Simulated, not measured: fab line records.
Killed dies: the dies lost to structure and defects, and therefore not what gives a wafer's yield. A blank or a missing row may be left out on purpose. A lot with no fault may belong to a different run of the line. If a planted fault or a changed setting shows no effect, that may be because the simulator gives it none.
Which tool was responsible? + flow berkeley cmos170 + Sampling: 14 lots, 42 wafers, 5 of 331 route steps

WHAT EACH GAUGE READ, for each wafer
UCB170_M2_CD_MEAS_15: the cd target is 700 nm. Usual: cd nm 699.9 nm, standard deviation 1.5.
| lot  | measured     | on        | cd nm (nm)        | flag |
|------|--------------|-----------|-------------------|------|
| L624 | day 7 11:23  | cd sem-02 | 698.2 698.9 699.6 |      |
| L626 | day 7 11:39  | cd sem-02 | 697.0 698.3 697.9 |      |
| L625 | day 7 12:09  | cd sem-01 | 701.1 700.2 701.2 |      |
| L623 | day 7 11:56  | cd sem-02 | 699.7 701.2 700.1 |      |
| L627 | day 7 18:56  | cd sem-01 | 698.7 700.8 699.5 |      |
| L628 | day 8 00:44  | cd sem-02 | 698.6 698.9 699.2 |      |
| L629 | day 8 00:57  | cd sem-02 | 700.0 698.4 700.0 |      |
| L631 | day 8 16:52  | cd sem-01 | 700.6 702.8 703.1 |      |
| L633 | day 9 01:14  | cd sem-01 | 699.6 699.2 700.3 |      |
| L635 | day 9 15:08  | cd sem-02 | 697.7 696.7 697.6 |      |
| L637 | day 9 19:47  | cd sem-02 | 700.5 700.5 700.6 |      |
| L643 | day 11 10:54 | cd sem-02 | 671.4 670.4 671.4 | OFF  |
| L644 | day 11 16:53 | cd sem-01 | 675.1 676.0 677.4 | OFF  |
| L646 | day 12 03:05 | cd sem-01 | 698.9 700.4 698.7 |      |

UCB170_V2_THK_MEAS_04. Usual: for V2_POLISHED_THK the level is 1000.6 nm and the standard deviation is 1.1.
| lot  | measured     | on            | V2_POLISHED_THK (nm) | flag |
|------|--------------|---------------|----------------------|------|
| L624 | day 7 12:38  | film metro-02 | 999.9 1000.5 999.5   |      |
| L626 | day 7 12:53  | film metro-01 | 1000.8 1002.0 1000.5 |      |
| L625 | day 7 13:23  | film metro-01 | 1000.8 1000.9 1000.9 |      |
| L623 | day 7 13:09  | film metro-04 | 1000.4 999.8 1001.1  |      |
| L627 | day 7 20:10  | film metro-02 | 999.3 999.8 999.8    |      |
| L628 | day 8 01:58  | film metro-04 | 1001.4 1001.8 1001.7 |      |
| L629 | day 8 02:11  | film metro-02 | 999.7 1000.9 998.2   |      |
| L631 | day 8 18:05  | film metro-04 | 1002.0 1001.4 1001.3 |      |
| L633 | day 9 02:28  | film metro-04 | 1000.6 1000.6 1000.1 |      |
| L635 | day 9 16:32  | film metro-04 | 1002.2 1001.8 999.9  |      |
| L637 | day 9 21:01  | film metro-04 | 1001.5 1000.6 1000.1 |      |
| L643 | day 11 12:08 | film metro-02 | 999.3 1001.2 1000.1  |      |
| L644 | day 11 18:07 | film metro-01 | 997.7 1000.7 1000.8  |      |
| L646 | day 12 04:19 | film metro-04 | 1001.0 997.2 999.0   |      |

UCB170_V2_CD_MEAS_12: the cd target is 700 nm. Usual: cd nm 700.5 nm, standard deviation 1.5.
| lot  | measured     | on        | cd nm (nm)        | flag |
|------|--------------|-----------|-------------------|------|
| L624 | day 7 13:51  | cd sem-02 | 702.1 700.4 701.3 |      |
| L626 | day 7 14:08  | cd sem-01 | 700.3 701.5 701.6 |      |
| L625 | day 7 15:01  | cd sem-01 | 699.9 701.0 700.6 |      |
| L623 | day 7 14:27  | cd sem-02 | 700.6 700.8 701.2 |      |
| L627 | day 7 21:31  | cd sem-02 | 700.1 699.5 699.7 |      |
| L628 | day 8 03:13  | cd sem-02 | 698.3 699.3 698.3 |      |
| L629 | day 8 03:31  | cd sem-01 | 699.4 699.2 698.7 |      |
| L631 | day 8 19:55  | cd sem-02 | 698.1 698.8 699.6 |      |
| L633 | day 9 03:53  | cd sem-01 | 699.6 701.4 700.4 |      |
| L635 | day 9 17:48  | cd sem-01 | 703.5 702.9 702.0 |      |
| L637 | day 9 22:31  | cd sem-01 | 697.6 698.9 697.8 |      |
| L643 | day 11 13:13 | cd sem-01 | 698.2 699.0 697.7 |      |
| L644 | day 11 19:32 | cd sem-01 | 700.7 701.3 700.9 |      |
| L646 | day 12 05:25 | cd sem-02 | 699.8 700.8 699.9 |      |

WHAT TOOL EACH LOT RAN ON (gives the tool, then ch and the chambers of the sampled wafers, and finally the start)
| lot  | UCB170_M2_SOFTBAKE_11             | UCB170_V2_CVD_00                |
|------|-----------------------------------|---------------------------------|
| L624 | litho track-01 ch 0, day 7 10:00  | pecvd-02 ch 1,2, day 7 11:59    |
| L626 | litho track-04 ch 0, day 7 10:00  | pecvd-03 ch 0,1,2, day 7 12:16  |
| L625 | litho track-04 ch 0, day 7 11:00  | pecvd-02 ch 0,2, day 7 12:44    |
| L623 | litho track-02 ch 0, day 7 11:00  | pecvd-01 ch 0,1,2, day 7 12:30  |
| L627 | litho track-01 ch 0, day 7 18:00  | pecvd-03 ch 0,2, day 7 19:32    |
| L628 | litho track-04 ch 0, day 8 00:00  | pecvd-03 ch 0,2, day 8 01:20    |
| L629 | litho track-01 ch 0, day 8 00:00  | pecvd-02 ch 0,2, day 8 01:32    |
| L631 | litho track-04 ch 0, day 8 16:00  | pecvd-02 ch 0,1, day 8 17:26    |
| L633 | litho track-01 ch 0, day 9 00:00  | pecvd-03 ch 0,1, day 9 01:50    |
| L635 | litho track-04 ch 0, day 9 14:00  | pecvd-01 ch 0,1,2, day 9 15:56  |
| L637 | litho track-04 ch 0, day 9 18:00  | pecvd-02 ch 1,2, day 9 20:23    |
| L643 | litho track-01 ch 0, day 11 10:00 | pecvd-02 ch 0,1,2, day 11 11:29 |
| L644 | litho track-01 ch 0, day 11 16:00 | pecvd-03 ch 1,2, day 11 17:29   |
| L646 | litho track-04 ch 0, day 12 02:00 | pecvd-03 ch 1,2, day 12 03:40   |
- UCB170_M2_SOFTBAKE_11: time 60 s.
- UCB170_V2_CVD_00: deposits SiO2 from TEOS/O2, target thk 2000 nm, time 250 s.

WHAT THE TOOLS THEMSELVES READ (means of the sampled wafers that have a number; where no wafer has one, the mark that the record gives instead)
UCB170_M2_SOFTBAKE_11. Usual: heater power total W 56.80 W, standard deviation 0.048; plate temp C 129.99 C, standard deviation 0.14.
| lot  | tool           | heater power total W (W) | plate temp C (C) | flag |
|------|----------------|--------------------------|------------------|------|
| L624 | litho track-01 | 56.74                    | 129.75           |      |
| L626 | litho track-04 | 56.79                    | 129.97           |      |
| L625 | litho track-04 | 56.85                    | 130.14           |      |
| L623 | litho track-02 | 56.80                    | 129.83           |      |
| L627 | litho track-01 | 56.83                    | 130.20           |      |
| L628 | litho track-04 | 56.84                    | 130.06           |      |
| L629 | litho track-01 | 56.80                    | 130.01           |      |
| L631 | litho track-04 | 56.76                    | 129.89           |      |
| L633 | litho track-01 | 56.80                    | 129.94           |      |
| L635 | litho track-04 | 56.86                    | 130.00           |      |
| L637 | litho track-04 | 56.83                    | 129.94           |      |
| L643 | litho track-01 | 62.59                    | 140.11           | OFF  |
| L644 | litho track-01 | 62.57                    | 140.06           | OFF  |
| L646 | litho track-04 | 56.81                    | 130.06           |      |

UCB170_V2_CVD_00. Usual: heater power w 255 W, standard deviation 61; rf fwd power W 548.7 W, standard deviation 1.6.
| lot  | tool     | heater power w (W) | rf fwd power W (W) | flag |
|------|----------|--------------------|--------------------|------|
| L624 | pecvd-02 | 221                | 547.9              |      |
| L626 | pecvd-03 | 295                | 550.1              |      |
| L625 | pecvd-02 | 269                | 547.2              |      |
| L623 | pecvd-01 | 214                | 548.0              |      |
| L627 | pecvd-03 | 241                | 548.5              |      |
| L628 | pecvd-03 | 251                | 548.3              |      |
| L629 | pecvd-02 | 267                | 548.4              |      |
| L631 | pecvd-02 | 241                | 549.3              |      |
| L633 | pecvd-03 | 274                | 548.9              |      |
| L635 | pecvd-01 | 190                | 548.9              |      |
| L637 | pecvd-02 | 242                | 548.2              |      |
| L643 | pecvd-02 | 247                | 550.0              |      |
| L644 | pecvd-03 | 311                | 548.8              |      |
| L646 | pecvd-03 | 251                | 550.1              |      |

THE ANSWER, worked out from the rows above alone
Rule: take the mean of a lot's wafers that have a number; if it is more than 3 standard deviations from the usual mean, the lot is off. Also off: a lot with no number at a reading for which 4 or more lots have one. Where the step has rows for the other lots, those lots are counted as sound. The gauges are gone through in route order, then the tools' own readings, and for those a lot's mean is taken as printed above. The first step at which some lot is off is used, and at that step the reading that is off furthest; a lot without a number counts as furthest.
Off, at UCB170_M2_CD_MEAS_15 on cd nm: L643, L644.
If a tool, at a process step before that reading, ran all the lots that are off and no sound lot after the first of them, it fits. Not tried: the gauges at UCB170_M2_CD_MEAS_15; whatever is off there is also off at UCB170_M2_SOFTBAKE_11, on other tools, and gauge error can't account for it. One fits: litho track-01 at UCB170_M2_SOFTBAKE_11. Its last sound lot is L633 (day 9 00:00), its first lot that is off L643 (day 11 10:00): a fault that began between those two fits.
The tool's own readings at UCB170_M2_SOFTBAKE_11 bear it out: on the lots that are off they differ by more than 5 times the standard deviation of the sound lots' means. heater power total W reads 62.58 W there against 56.81 W on the sound lots; plate temp C reads 140.09 C there against 129.98 C on the sound lots.

WHAT THE SIMULATOR PUT IN
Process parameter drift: litho track-01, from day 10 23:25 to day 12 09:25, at UCB170_M2_SOFTBAKE_11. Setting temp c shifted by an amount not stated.
Struck lots among those shown: L643, L644. Same finding as the rule above.
